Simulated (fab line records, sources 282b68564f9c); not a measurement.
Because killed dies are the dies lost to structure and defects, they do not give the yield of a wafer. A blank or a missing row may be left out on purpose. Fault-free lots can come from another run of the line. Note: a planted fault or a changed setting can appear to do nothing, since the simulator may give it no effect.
Which tool was responsible? + flow rit cmos + 14 lots, 42 wafers sampled, at 2 steps of a route of 202

WHAT THE GAUGES SHOWED, per wafer
RIT_M1_CD_MEAS_09 targets a cd of 2600 nm.
| lot  | measured    | on        | cd nm (nm)                                |
|------|-------------|-----------|-------------------------------------------|
| L385 | day 3 17:01 | cd sem-02 | 2599.9 2601.4 2601.9                      |
| L387 | day 3 23:14 | cd sem-02 | 2600.8 2598.5 2599.0                      |
| L388 | day 4 07:13 | cd sem-02 | 2598.2 2598.6 2596.9                      |
| L389 | day 4 10:56 | cd sem-02 | 2601.1 2600.7 2601.6                      |
| L390 | day 4 11:04 | cd sem-01 | 2596.9 2598.9 2600.1                      |
| L391 | day 4 23:41 | cd sem-02 | 2598.2 2599.8 2599.9                      |
| L392 | day 5 02:18 | cd sem-02 | 2603.0 2602.8 2602.1                      |
| L393 | day 5 03:16 | cd sem-02 | 2598.6 2598.9 2598.3                      |
| L401 | day 7 00:17 | cd sem-01 | 2610.1 2609.6 2610.1 2610.5 2609.9 2609.9 |
| L402 | day 7 06:02 | cd sem-02 | 2609.1 2608.0 2610.3 2609.1 2608.2 2610.2 |
| L403 | day 7 08:46 | cd sem-01 | 2600.0 2598.9 2597.4                      |
| L404 | day 7 12:10 | cd sem-01 | 2599.8 2601.2 2598.4                      |
| L406 | day 7 20:58 | cd sem-01 | 2598.5 2598.8 2598.2                      |
| L407 | day 8 00:03 | cd sem-01 | 2595.8 2597.5 2598.4                      |

WHICH TOOL RAN EACH LOT (tool, then ch and the chambers of the sampled wafers, then the start)
| lot  | RIT_M1_DEVELOP_08                |
|------|----------------------------------|
| L385 | litho track-04 ch 0, day 3 16:00 |
| L387 | litho track-01 ch 0, day 3 23:00 |
| L388 | litho track-02 ch 0, day 4 07:00 |
| L389 | litho track-04 ch 0, day 4 10:00 |
| L390 | litho track-01 ch 0, day 4 10:00 |
| L391 | litho track-01 ch 0, day 4 23:00 |
| L392 | litho track-02 ch 0, day 5 02:00 |
| L393 | litho track-04 ch 0, day 5 03:00 |
| L401 | litho track-02 ch 0, day 7 00:00 |
| L402 | litho track-02 ch 0, day 7 05:00 |
| L403 | litho track-04 ch 0, day 7 08:00 |
| L404 | litho track-04 ch 0, day 7 12:00 |
| L406 | litho track-01 ch 0, day 7 20:00 |
| L407 | litho track-04 ch 0, day 7 23:00 |
- RIT_M1_DEVELOP_08: develop time 68 s.

WHAT THE TOOLS THEMSELVES READ (means of the sampled wafers that have a number; where no wafer has one, the mark that the record gives instead)
The record holds no such reading with a usual standard deviation.

THE ANSWER, worked out from the rows above alone
Rule: the usual values come from the lots themselves. The widest of any qualifying gaps counts: lots, ordered by their means at a reading, are off when they make up no more than a third of the lots, leave a main group of 4 or more, and stand apart from it by 3 or more times the standard deviation of that group's means. A main group is skipped when, at the precision printed for the reading in the tables above, its means are all equal. Also off: a lot with no number at a reading for which 4 or more lots have one. Any other lot the step has rows for is counted as sound. First the gauges in route order, then the tools' own readings, where a lot's mean is used as printed above. The first step at which some lot is off is used, and at that step the reading that is off furthest; a lot without a number counts as furthest.
Off: L401, L402 (RIT_M1_CD_MEAS_09, cd nm). Main group: mean 2599.4 nm, sd 1.5.
A tool fits if, at a process step before that reading, it ran every lot that is off, and no sound lot after the first of them. Those tools and the gauges at RIT_M1_CD_MEAS_09 are tried in the same way. One fits: litho track-02 at RIT_M1_DEVELOP_08. A fault onset in the window from L392 (day 5 02:00, its last sound lot) to L401 (day 7 00:00, its first lot off) fits.

WHAT HAD BEEN PUT IN BY THE SIMULATOR
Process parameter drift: litho track-02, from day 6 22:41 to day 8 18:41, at RIT_M1_DEVELOP_08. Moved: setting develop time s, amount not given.
Lots struck among those shown: L401, L402. This agrees with what the rule above found.
